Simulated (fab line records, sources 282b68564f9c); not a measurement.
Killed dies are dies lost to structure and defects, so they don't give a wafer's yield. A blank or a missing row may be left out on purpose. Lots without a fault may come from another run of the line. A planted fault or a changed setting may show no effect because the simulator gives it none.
fab line records | flow rit_cmos
record lots=14 wafers=40 last_day=7
route steps=202 shown PSD@157 NSD@158 SILICIDE@163 M1@198
lots that met no fault: from a run of the same line without faults
start_h: hours from the record's first day to the start of the lot's first wafer shown | wait_h: hours since the lot's step before | " the same as in the row above | L1.1+2: a row that stands for several wafers | - no value, or no start given | * or withheld: withheld | < > ~ a bound
route shown NAME@n: a module of which the file shows steps, and the number in the route of the first | usual: mean/standard deviation of fault-free wafers | same: alike in all rows | chamber/n: place in a boat | sites: the reading at each site | _std_site: their standard deviation | _edge_site: outer sites' mean less inner sites' | radius_mm: how far each site lies from the wafer's centre | mask NAME#n: copy n | behind: the tool/chamber that last shaped the wafer | hold: why the lot was held/for how many hours/how that ended | device: the transistor (n, p or np) that didn't switch | end of line: the same wafers' tests at the end of the route | a step without rows: its recipe alone | killed: dies lost to structure and defects at the first sort, not the wafer's yield | map: a wafer's dies, x killed, . not, _ none there
set.NAME: the setting as run; set.NAME@STEP: as run at that earlier step | model.NAME: the simulator's own value behind a step, which no gauge read
steps of the route over a sample of lots; a table a step, a row a wafer
services: from which hour (start_h, from the record's first day; less than 0 if before it) a tool's chamber was out of use, for how many hours, and why
## steps
# step RIT_SDANNEAL_RS_MEAS_04
# recipe thk_meas_gauge=four-point-probe
# usual PSD_RS=116.00/0.25
# columns lot.wafer tool chamber start_h wait_h PSD_RS[ohm/sq]
L962.2 film_metro-02 - 64.07 0.1 115.95
L962.5 " - " " 115.83
L962.6 " - " " 115.97
L963.1 film_metro-04 - 70.91 0.0 115.59
L963.5 " - " " 115.55
L963.6 " - " " 115.61
L964.2 film_metro-04 - 75.43 0.1 115.74
L964.4 " - " " 115.77
L964.6 " - " " 115.92
L967.1 film_metro-03 - 87.95 0.0 116.03
L967.3 " - " " 116.04
L967.5 " - " " 115.82
L968.4 film_metro-02 - 91.56 0.1 116.18
L968.5 " - " " 116.14
L968.6 " - " " 115.95
L969.1 film_metro-03 - 97.51 0.0 116.01
L969.4 " - " " 116.25
L969.6 " - " " 116.47
L970.3 film_metro-02 - 105.43 0.1 116.11
L970.5 " - " " 116.23
L970.6 " - " " 116.46
L974.2 film_metro-04 - 123.47 0.1 116.31
L974.3 " - " " 116.16
L974.5 " - " " 116.13
L975.6 film_metro-04 - 131.46 0.1 115.84
L978.2 film_metro-04 - 143.88 0.1 116.19
L978.3 " - " " 116.11
L978.5 " - " " 115.81
L979.2 film_metro-04 - 145.52 0.1 116.06
L979.3 " - " " 116.16
L979.4 " - " " 115.85
L981.2 film_metro-04 - 155.78 0.1 116.16
L981.4 " - " " 116.08
L981.6 " - " " 115.92
L982.1 film_metro-04 - 158.31 0.0 116.08
L982.4 " - " " 115.64
L982.6 " - " " 115.61
L983.1 film_metro-02 - 167.85 0.0 116.09
L983.2 " - " " 116.03
L983.5 " - " " 116.15
# step RIT_SDANNEAL_RS_MEAS_05
# recipe thk_meas_gauge=four-point-probe
# usual NSD_RS=84.55/0.27
# columns lot.wafer tool chamber start_h wait_h NSD_RS[ohm/sq]
L962.2 film_metro-02 - 64.19 0.1 84.28
L962.5 " - " " 84.26
L962.6 " - " " 84.13
L963.1 film_metro-04 - 71.03 0.1 84.36
L963.5 " - " " 84.20
L963.6 " - " " 84.47
L964.2 film_metro-04 - 75.55 0.1 84.48
L964.4 " - " " 84.40
L964.6 " - " " 84.46
L967.1 film_metro-03 - 88.07 0.1 84.26
L967.3 " - " " 84.08
L967.5 " - " " 84.08
L968.4 film_metro-02 - 91.68 0.1 84.85
L968.5 " - " " 84.71
L968.6 " - " " 84.30
L969.1 film_metro-03 - 97.63 0.1 84.50
L969.4 " - " " 84.49
L969.6 " - " " 84.32
L970.3 film_metro-02 - 105.55 0.1 84.88
L970.5 " - " " 84.49
L970.6 " - " " 84.85
L974.2 film_metro-04 - 123.59 0.1 84.32
L974.3 " - " " 84.47
L974.5 " - " " 84.52
L975.6 film_metro-04 - 131.58 0.1 84.39
L978.2 film_metro-04 - 144.00 0.1 84.46
L978.3 " - " " 84.95
L978.5 " - " " 85.03
L979.2 film_metro-04 - 145.64 0.1 84.94
L979.3 " - " " 84.80
L979.4 " - " " 84.98
L981.2 film_metro-04 - 155.90 0.1 84.70
L981.4 " - " " 84.46
L981.6 " - " " 84.52
L982.1 film_metro-04 - 158.43 0.1 84.04
L982.4 " - " " 83.87
L982.6 " - " " 84.22
L983.1 film_metro-02 - 167.97 0.1 84.62
L983.2 " - " " 84.73
L983.5 " - " " 84.47
# step RIT_SILICIDE_RS_MEAS_02
# recipe thk_meas_gauge=four-point-probe reads=Ti_of_SILICIDE_SPUTTER_01
# usual SILICIDE_TI_RS=48.1/0.64
# columns lot.wafer tool chamber start_h wait_h SILICIDE_TI_RS[ohm/sq]
L962.2 film_metro-02 - 64.72 0.1 48.7
L962.5 " - " " 50.0
L962.6 " - " " 49.5
L963.1 film_metro-02 - 71.55 0.1 48.0
L963.5 " - " " 47.4
L963.6 " - " " 47.4
L964.2 film_metro-04 - 76.07 0.1 48.5
L964.4 " - " " 49.2
L964.6 " - " " 48.9
L967.1 film_metro-04 - 88.59 0.1 48.4
L967.3 " - " " 48.4
L967.5 " - " " 48.5
L968.4 film_metro-04 - 92.20 0.1 49.2
L968.5 " - " " 48.2
L968.6 " - " " 49.1
L969.1 film_metro-02 - 98.16 0.1 48.3
L969.4 " - " " 48.2
L969.6 " - " " 47.2
L970.3 film_metro-01 - 106.09 0.1 48.8
L970.5 " - " " 49.1
L970.6 " - " " 48.4
L974.2 film_metro-01 - 124.12 0.1 48.6
L974.3 " - " " 48.4
L974.5 " - " " 48.3
L975.6 film_metro-01 - 132.11 0.1 48.0
L978.2 film_metro-02 - 144.52 0.1 47.0
L978.3 " - " " 47.1
L978.5 " - " " 47.3
L979.2 film_metro-01 - 146.16 0.1 47.9
L979.3 " - " " 47.7
L979.4 " - " " 47.3
L981.2 film_metro-04 - 156.42 0.1 48.6
L981.4 " - " " 48.5
L981.6 " - " " 48.6
L982.1 film_metro-02 - 158.95 0.1 48.2
L982.4 " - " " 48.0
L982.6 " - " " 48.9
L983.1 film_metro-01 - 168.49 0.1 47.8
L983.2 " - " " 47.9
L983.5 " - " " 48.0
# step RIT_M1_STRIP_14
# recipe chemistry=O2 time_s=180 platen_temp_c=withheld power_w=500 pressure_mtorr=4000 o2_flow_sccm=4000
# usual drypump_motor_current_A=5.9/0.37
# same time_s=180
# columns lot.wafer tool chamber start_h wait_h drypump_motor_current_A rf_hours_counter_h
L962.2 plasma_asher-01 0 69.80 0.0 5.2 43
L962.5 " 1 " " 6.1 -
L962.6 " 0 " " 5.2 -
L963.1 plasma_asher-02 0 76.50 0.0 6.2 29
L963.5 " 0 " " 6.2 -
L963.6 " 1 " " 5.7 -
L964.2 plasma_asher-02 0 81.82 0.0 6.2 29
L964.4 " 1 " " 5.7 -
L964.6 " 1 " " 5.7 -
L967.1 plasma_asher-02 0 93.39 0.0 6.2 30
L967.3 " 1 " " 5.7 -
L967.5 " 1 " " 5.7 -
L968.4 plasma_asher-01 0 97.05 0.1 5.2 -
L968.5 " 0 " " 5.2 -
L968.6 " 1 " " 6.1 -
L969.1 plasma_asher-04 0 102.83 0.0 6.4 48
L969.4 " 0 " " 6.3 -
L969.6 " 0 " " 6.4 -
L970.3 plasma_asher-02 0 110.96 0.1 6.2 -
L970.5 " 0 " " 6.2 -
L970.6 " 1 " " 5.7 -
L974.2 plasma_asher-02 0 129.14 0.0 6.2 35
L974.3 " 0 " " 6.2 -
L974.5 " 1 " " 5.7 -
L975.6 plasma_asher-02 1 136.98 0.1 5.7 -
L978.2 plasma_asher-04 0 149.68 0.0 6.4 54
L978.3 " 1 " " 5.8 -
L978.5 " 1 " " 5.8 -
L979.2 plasma_asher-01 1 150.94 0.0 6.1 3
L979.3 " 1 " " 6.1 -
L979.4 " 0 " " 5.2 -
L981.2 plasma_asher-04 0 161.19 0.0 6.4 55
L981.4 " 0 " " 6.4 -
L981.6 " 0 " " 6.3 -
L982.1 plasma_asher-04 1 163.69 0.0 5.7 55
L982.4 " 1 " " 5.8 -
L982.6 " 1 " " 5.7 -
L983.1 plasma_asher-01 1 173.47 0.0 6.1 5
L983.2 " 0 " " 5.2 5
L983.5 " 1 " " 6.1 -
# step RIT_M1_PROBE_99
# usual killed_at_M0_to_M3=0.0/0.12 killed_at_contacts=0.0/0.22 killed_at_front_end=6.5/2.8 killed_dies=6.5/2.8 killed_open=3.2/1.8 killed_short=3.3/2
# same gross_dies=264 killed_at_M4_up=0 killed_at_back_side=0 killed_at_other=0
# columns lot.wafer tool chamber start_h wait_h killed_at_M0_to_M3 killed_at_contacts killed_at_front_end killed_dies killed_open killed_short
L968.4 prober-02 - 99.05 0.2 0 0 3 3 0 3
L968.5 prober-02 - 99.10 0.2 0 0 5 5 3 2
L968.6 prober-02 - 99.15 0.2 0 0 11 11 4 7
L969.1 prober-01 - 104.75 0.1 0 0 8 8 6 2
L969.4 prober-01 - 104.90 0.2 0 0 10 10 6 4
L969.6 prober-01 - 105.00 0.2 0 0 5 5 3 2
L974.2 prober-02 - 131.11 0.1 0 0 9 9 4 5
L974.3 prober-02 - 131.16 0.2 0 0 2 2 2 0
L974.5 prober-02 - 131.26 0.2 28 0 4 32 1 3
L975.6 prober-02 - 139.88 0.2 28 0 6 34 3 3
L978.2 prober-02 - 151.64 0.1 0 0 8 8 4 4
L978.3 prober-02 - 151.69 0.2 0 0 6 6 5 1
L978.5 prober-02 - 151.79 0.2 0 0 7 7 3 4
L979.2 prober-01 - 153.14 0.1 0 0 5 5 0 5
L979.3 prober-01 - 153.19 0.2 0 0 3 3 2 1
L979.4 prober-01 - 153.24 0.2 0 0 5 5 1 4
# killed by level:class
L968.4 SILICIDE:geometric_particle:short=2 SPACER:geometric_particle:short=1
L968.5 GATE:geometric_particle:open=2 FOX1:geometric_particle:short=1 REOX:geometric_particle:open=1 REOX:geometric_particle:short=1
L968.6 FOX1:geometric_particle:short=3 FOX2:geometric_particle:short=3 GATE:geometric_particle:open=2 ACTIVE:geometric_particle:open=1 GATE:geometric_particle:short=1 SILICIDE:geometric_particle:open=1
L969.1 GATE:geometric_particle:open=3 FOX1:geometric_particle:open=1 FOX2:geometric_particle:open=1 REOX:geometric_particle:short=1 REOX:geometric_particle:open=1 SPACER:geometric_particle:short=1
L969.4 FOX1:geometric_particle:short=2 GATE:geometric_particle:open=2 SILICIDE:geometric_particle:open=2 FOX1:geometric_particle:open=1 REOX:geometric_particle:short=1 SPACER:geometric_particle:short=1 SPACER:geometric_particle:open=1
L969.6 GATE:geometric_particle:short=2 FOX1:geometric_particle:open=1 GATE:geometric_particle:open=1 REOX:geometric_particle:open=1
L974.2 FOX1:geometric_particle:open=3 FOX1:geometric_particle:short=3 GATE:geometric_particle:open=1 GATE:geometric_particle:short=1 SILICIDE:geometric_particle:short=1
L974.3 GATE:geometric_particle:open=1 REOX:geometric_particle:open=1
L974.5 M1:unspecified=28 FOX1:geometric_particle:short=2 GATE:geometric_particle:short=1 SILICIDE:geometric_particle:open=1
L975.6 M1:unspecified=28 GATE:geometric_particle:short=2 SPACER:geometric_particle:open=2 GATE:geometric_particle:open=1 REOX:geometric_particle:short=1
L978.2 GATE:geometric_particle:open=4 GATE:geometric_particle:short=2 SPACER:geometric_particle:short=1 SILICIDE:geometric_particle:short=1
L978.3 GATE:geometric_particle:open=3 REOX:geometric_particle:open=2 REOX:geometric_particle:short=1
L978.5 REOX:geometric_particle:short=3 GATE:geometric_particle:open=2 FOX1:geometric_particle:short=1 FOX2:geometric_particle:open=1
L979.2 SILICIDE:geometric_particle:short=2 FOX1:geometric_particle:short=1 FOX2:geometric_particle:short=1 GATE:geometric_particle:short=1
L979.3 FOX1:geometric_particle:open=1 FOX2:geometric_particle:short=1 GATE:geometric_particle:open=1
L979.4 GATE:geometric_particle:short=2 FOX1:geometric_particle:short=1 FOX2:geometric_particle:open=1 REOX:geometric_particle:short=1
## services
# columns tool chamber start_h hours kind
plasma_asher-01 - 75.98 2.8 pm
plasma_asher-01 - 108.75 9.0 pm
plasma_asher-01 0 108.75 9.0 vent_cycle
plasma_asher-01 1 108.75 9.0 vent_cycle
plasma_asher-01 0 117.75 - clean
plasma_asher-01 1 117.75 - clean
plasma_asher-02 - 119.58 1.3 repair
plasma_asher-01 - 123.57 7.8 repair
## key
first_sign step=RIT_M1_PROBE_99 reading=killed_at_M0_to_M3 direction=up sigmas=28 usual=0.0 struck=28
effect step=RIT_M1_PROBE_99 reading=killed_dies direction=up sigmas=9.5 usual=6.5 struck=33
met_at RIT_M1_STRIP_14
struck_lots L974,L975
struck_wafers L974.5,L975.6
tester_left_out L975
not_acting_at RIT_SDANNEAL_RS_MEAS_04,RIT_SDANNEAL_RS_MEAS_05,RIT_SILICIDE_RS_MEAS_02
onset_between 110.96 129.14
earlier_fault kind=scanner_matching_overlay tool=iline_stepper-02 chamber=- onset_h=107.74 steps=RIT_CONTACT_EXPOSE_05 offset=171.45
fault kind=chamber_particle_source tool=plasma_asher-02 chamber=1 onset_h=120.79 steps=RIT_M1_STRIP_14 rate_per_visit_cm2=0.42537
# tester_left_out: of these lots the tester's yield and bins aren't shown, on N5 and GAA mostly nor the transistor test; their killed dies are dies lost to structure and defects alone, not to doping, threshold or leakage, so they don't give the yield
